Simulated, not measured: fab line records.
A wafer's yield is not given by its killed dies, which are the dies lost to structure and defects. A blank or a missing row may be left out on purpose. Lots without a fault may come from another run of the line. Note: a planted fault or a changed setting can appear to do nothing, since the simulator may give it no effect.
Split-lot trial ; flow berkeley_cmos170 ; 23 wafers read from 5 lots, route of 331 steps

== THE SPLIT ==
At UCB170_CONTACT_EXPOSE_12 (exposes mask CONT, target cd 700 nm), the setting dose_mj was moved away from the recipe's 35 on 9 of the 23 wafers read, by -6.3% to +6.6%. This setting was run at the recipe's value on the other wafers.

== FROM THE SPLIT TO THE READING: what the file shows between them, 6 steps ==
- UCB170_CONTACT_PEB_13
- UCB170_CONTACT_DEVELOP_14: develop time 45 s
- UCB170_CONTACT_CD_MEAS_15: target cd 700 nm
- UCB170_CONTACT_ETCH_17: etches BARC in N2/H2
- UCB170_CONTACT_ETCH_18: etches PSG in CHF3/CF4/Ar, stops on TiSi2, target depth 840 nm, time 195 s
- UCB170_CONTACT_STRIP_19: strips in O2

== THE READING ==
Shown in nm: cd_nm at UCB170_CONTACT_CD_MEAS_90, with target cd 700 nm. Typical for fault-free wafers on this fab line: 700.3 nm, with standard deviation 1.4 nm.

wafer;tool, chamber at the split;dose_mj as run;against the recipe;cd_nm, nm;against lot-mates on the recipe
L074.1;krf_scanner-02, 0;35;recipe;699.9;-
L074.2;krf_scanner-02, 0;36.28;+3.7%;709.3;+9.2
L074.3;krf_scanner-02, 0;36.28;+3.7%;704.7;+4.6
L074.4;krf_scanner-02, 0;35;recipe;700.3;-
L074.5;krf_scanner-02, 0;36.28;+3.7%;708.8;+8.7
L076.1;krf_scanner-01, 0;34.03;-2.8%;691.4;-7.5
L076.2;krf_scanner-01, 0;35;recipe;697.1;-
L076.4;krf_scanner-01, 0;34.03;-2.8%;693.6;-5.3
L076.5;krf_scanner-01, 0;35;recipe;698.3;-
L076.6;krf_scanner-01, 0;35;recipe;701.4;-
L078.1;krf_scanner-01, 0;35;recipe;700.6;-
L078.3;krf_scanner-01, 0;32.78;-6.3%;689.8;-11.3
L078.4;krf_scanner-01, 0;32.78;-6.3%;688.1;-13.0
L078.5;krf_scanner-01, 0;35;recipe;701.9;-
L078.6;krf_scanner-01, 0;35;recipe;700.8;-
L077.2;krf_scanner-01, 0;35;recipe;699.5;-
L077.3;krf_scanner-01, 0;35;recipe;700.6;-
L077.4;krf_scanner-01, 0;35;recipe;701.6;-
L077.5;krf_scanner-01, 0;37.31;+6.6%;711.4;+10.8
L077.6;krf_scanner-01, 0;37.31;+6.6%;711.8;+11.2
L084.1;krf_scanner-01, 0;35;recipe;700.9;-
L084.4;krf_scanner-01, 0;35;recipe;701.8;-
L084.5;krf_scanner-01, 0;35;recipe;702.1;-

FIT RESULTS
A straight line over all 23 wafers: cd_nm changes by +1.87 nm for each +1% of dose_mj; r = +0.96; the points scatter about the line by 1.7 nm.
The same after taking each lot's own level away (the mean of its wafers on the recipe; 23 wafers): +1.88 nm for each +1%; r = +0.98; scatter 1.3 nm.
According to that fit, moving dose_mj by its largest amount changes the reading by 12 nm.
The lots' own levels span 698.93 to 701.60 nm, that is 1.9 times the standard deviation above.
The two slopes are in agreement: the lot-to-lot level therefore moves the slope only a little.
Check: with one of the wafers moved furthest among these (+6.6%) left out of the fit, the line predicts +12.6 nm for it against its lot-mates. Against them it came out at +10.8 nm.

== OTHER SPLITS ON THESE WAFERS ==
These wafers also went through other splits before the reading. Each is held against what the fit with the lots' levels taken away leaves over:
other split on the same wafers;wafers away from the commonest value;r with cd_nm (lot level and that fit taken away)
UCB170_GATE_ETCH_14 pressure_mtorr;18;+0.13
UCB170_NLDD_COAT_01 resist_thk_nm;7;+0.27
UCB170_NSD_COAT_01 resist_thk_nm;8;-0.13
UCB170_NSD_SOFTBAKE_02 time_s;7;+0.45
UCB170_SILICIDE_SPUTTER_01 time_s;5;+0.17

== THE WHOLE CHAIN: every reading that the file lists as answering this split, in the file's order ==
step;what it does;reading;change (the file's fit);r (the file's)
UCB170_CONTACT_CD_MEAS_15;target cd 700 nm;cd_nm;+1.82 nm for each +1% of the setting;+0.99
UCB170_CONTACT_ETCH_17;etches BARC in N2/H2;CONTACT.cd_nm (the simulator's own value, which no gauge read);+1.8 nm for each +1% of the setting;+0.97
UCB170_CONTACT_CD_MEAS_90;target cd 700 nm;cd_nm;+1.86 nm for each +1% of the setting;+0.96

== FILE'S OWN FIT ==
cd_nm changes by +1.86 nm for each +1% of dose_mj, r = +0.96.
